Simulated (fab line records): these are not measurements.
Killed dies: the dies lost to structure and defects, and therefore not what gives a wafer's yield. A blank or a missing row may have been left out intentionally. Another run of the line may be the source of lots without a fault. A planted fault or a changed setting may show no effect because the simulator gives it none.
Which of the tools did it? / flow rit cmos / Sampling: 14 lots, 42 wafers, 3 of 202 route steps

WHAT THE GAUGES SHOWED, per wafer
RIT_NSD_TW_MEAS_10.
lot=L711; measured=day 3 05:56; on=film metro-03; NSD_TW=3166 3186 3180
lot=L712; measured=day 3 08:29; on=film metro-03; NSD_TW=3165 3186 3152
lot=L714; measured=day 3 17:03; on=film metro-03; NSD_TW=3174 3173 3157
lot=L715; measured=day 3 20:14; on=film metro-01; NSD_TW=3174 3161 3168
lot=L717; measured=day 4 05:28; on=film metro-04; NSD_TW=3080 3074 3086
lot=L719; measured=day 4 18:32; on=film metro-01; NSD_TW=3168 3186 3163
lot=L720; measured=day 4 21:29; on=film metro-01; NSD_TW=3169 3186 3166
lot=L722; measured=day 5 07:58; on=film metro-01; NSD_TW=3154 3145 3166
lot=L723; measured=day 5 11:13; on=film metro-03; NSD_TW=2992 2993 2993
lot=L724; measured=day 5 17:49; on=film metro-04; NSD_TW=3082 3057 3085
lot=L726; measured=day 6 07:13; on=film metro-01; NSD_TW=3000 2992 3006
lot=L731; measured=day 7 12:47; on=film metro-04; NSD_TW=3067 3057 3080
lot=L732; measured=day 7 17:46; on=film metro-01; NSD_TW=3192 3185 3151
lot=L734; measured=day 8 05:16; on=film metro-01; NSD_TW=3154 3155 3154

RIT_SDANNEAL_RS_MEAS_05: measurement is done with a four-point probe.
lot=L711; measured=day 3 08:16; on=film metro-01; NSD_RS (ohm/sq)=84.05 84.31 84.16
lot=L712; measured=day 3 10:47; on=film metro-01; NSD_RS (ohm/sq)=84.72 84.70 84.37
lot=L714; measured=day 3 19:23; on=film metro-04; NSD_RS (ohm/sq)=84.43 84.83 84.64
lot=L715; measured=day 3 22:37; on=film metro-01; NSD_RS (ohm/sq)=84.16 84.56 84.42
lot=L717; measured=day 4 07:31; on=film metro-04; NSD_RS (ohm/sq)=84.45 84.51 84.60
lot=L719; measured=day 4 20:41; on=film metro-01; NSD_RS (ohm/sq)=84.43 84.42 84.88
lot=L720; measured=day 4 23:32; on=film metro-03; NSD_RS (ohm/sq)=84.55 84.35 84.37
lot=L722; measured=day 5 10:07; on=film metro-03; NSD_RS (ohm/sq)=84.64 84.47 84.63
lot=L723; measured=day 5 13:16; on=film metro-01; NSD_RS (ohm/sq)=86.06 86.16 86.17
lot=L724; measured=day 5 19:52; on=film metro-01; NSD_RS (ohm/sq)=84.66 84.83 85.05
lot=L726; measured=day 6 09:35; on=film metro-04; NSD_RS (ohm/sq)=86.07 86.37 86.71
lot=L731; measured=day 7 14:56; on=film metro-03; NSD_RS (ohm/sq)=84.87 84.72 84.80
lot=L732; measured=day 7 19:56; on=film metro-03; NSD_RS (ohm/sq)=84.91 84.45 84.74
lot=L734; measured=day 8 07:26; on=film metro-04; NSD_RS (ohm/sq)=84.36 84.23 84.23

EACH LOT AND THE TOOL THAT RAN IT (in order: tool; ch and the chambers of the sampled wafers; start)
lot=L711; RIT_NSD_IMPLANT_08=implanter-04 ch 0, day 3 05:37
lot=L712; RIT_NSD_IMPLANT_08=implanter-01 ch 0, day 3 08:10
lot=L714; RIT_NSD_IMPLANT_08=implanter-04 ch 0, day 3 16:44
lot=L715; RIT_NSD_IMPLANT_08=implanter-01 ch 0, day 3 19:55
lot=L717; RIT_NSD_IMPLANT_08=implanter-01 ch 0, day 4 05:08
lot=L719; RIT_NSD_IMPLANT_08=implanter-03 ch 0, day 4 18:13
lot=L720; RIT_NSD_IMPLANT_08=implanter-04 ch 0, day 4 21:11
lot=L722; RIT_NSD_IMPLANT_08=implanter-03 ch 0, day 5 07:39
lot=L723; RIT_NSD_IMPLANT_08=implanter-04 ch 0, day 5 10:54
lot=L724; RIT_NSD_IMPLANT_08=implanter-03 ch 0, day 5 17:29
lot=L726; RIT_NSD_IMPLANT_08=implanter-04 ch 0, day 6 06:53
lot=L731; RIT_NSD_IMPLANT_08=implanter-03 ch 0, day 7 12:28
lot=L732; RIT_NSD_IMPLANT_08=implanter-03 ch 0, day 7 17:28
lot=L734; RIT_NSD_IMPLANT_08=implanter-01 ch 0, day 8 04:56
- RIT_NSD_IMPLANT_08

AS READ BY THE TOOLS THEMSELVES (means over the sampled wafers that have a number; for cases with no such wafer, the mark the record gives instead)
RIT_NSD_IMPLANT_08.
lot=L711; tool=implanter-04; beam energy keV=25.003
lot=L712; tool=implanter-01; beam energy keV=24.999
lot=L714; tool=implanter-04; beam energy keV=24.998
lot=L715; tool=implanter-01; beam energy keV=25.001
lot=L717; tool=implanter-01; beam energy keV=24.995
lot=L719; tool=implanter-03; beam energy keV=24.998
lot=L720; tool=implanter-04; beam energy keV=25.000
lot=L722; tool=implanter-03; beam energy keV=25.003
lot=L723; tool=implanter-04; beam energy keV=20.497
lot=L724; tool=implanter-03; beam energy keV=24.990
lot=L726; tool=implanter-04; beam energy keV=20.494
lot=L731; tool=implanter-03; beam energy keV=25.004
lot=L732; tool=implanter-03; beam energy keV=25.006
lot=L734; tool=implanter-01; beam energy keV=25.002

THE ANSWER, worked out from the rows above alone
Rule: the lots themselves supply what counts as usual. Put in order of their means at a reading, lots are off if they are a third of the lots or fewer, leave a main group of 4 or more, and stand apart from it by a gap of 3 or more times the standard deviation of the main group's means; of several such gaps the widest counts. A main group whose means are all the same, to the digits that the tables above print for the reading, isn't used. A lot without any number at a reading at which 4 lots or more have one is off too. Any other lot the step has rows for is counted as sound. Order of review: gauges by route order, followed by the tools' own readings, for which a lot's mean as printed above is used. The first step at which some lot is off is used, and at that step the reading that is off furthest; a lot without a number counts as furthest.
Off: L723, L726, at RIT_SDANNEAL_RS_MEAS_05 (NSD_RS). Main group: mean 84.54 ohm/sq, sd 0.19.
If a tool, at a process step before that reading, ran all the lots that are off and no sound lot after the first of them, it fits. The gauges at RIT_SDANNEAL_RS_MEAS_05 aren't tried: what is off there is off at RIT_NSD_IMPLANT_08 too, on other tools, and a gauge's error can't cause that. One candidate fits, namely implanter-04 at RIT_NSD_IMPLANT_08. A fault onset in the window from L720 (day 4 21:11, its last sound lot) to L723 (day 5 10:54, its first lot off) fits.
The tool's own readings at RIT_NSD_IMPLANT_08 bear it out: on the lots that are off they differ by more than 5 times the standard deviation of the sound lots' means. beam energy keV reads 20.495 there against 25.000 on the sound lots.

WHAT THE SIMULATOR HAD INSERTED
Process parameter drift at RIT_NSD_IMPLANT_08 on implanter-04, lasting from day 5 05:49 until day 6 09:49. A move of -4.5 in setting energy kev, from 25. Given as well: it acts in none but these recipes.
Lots struck among those shown: L723, L726. This agrees with what the rule above found.
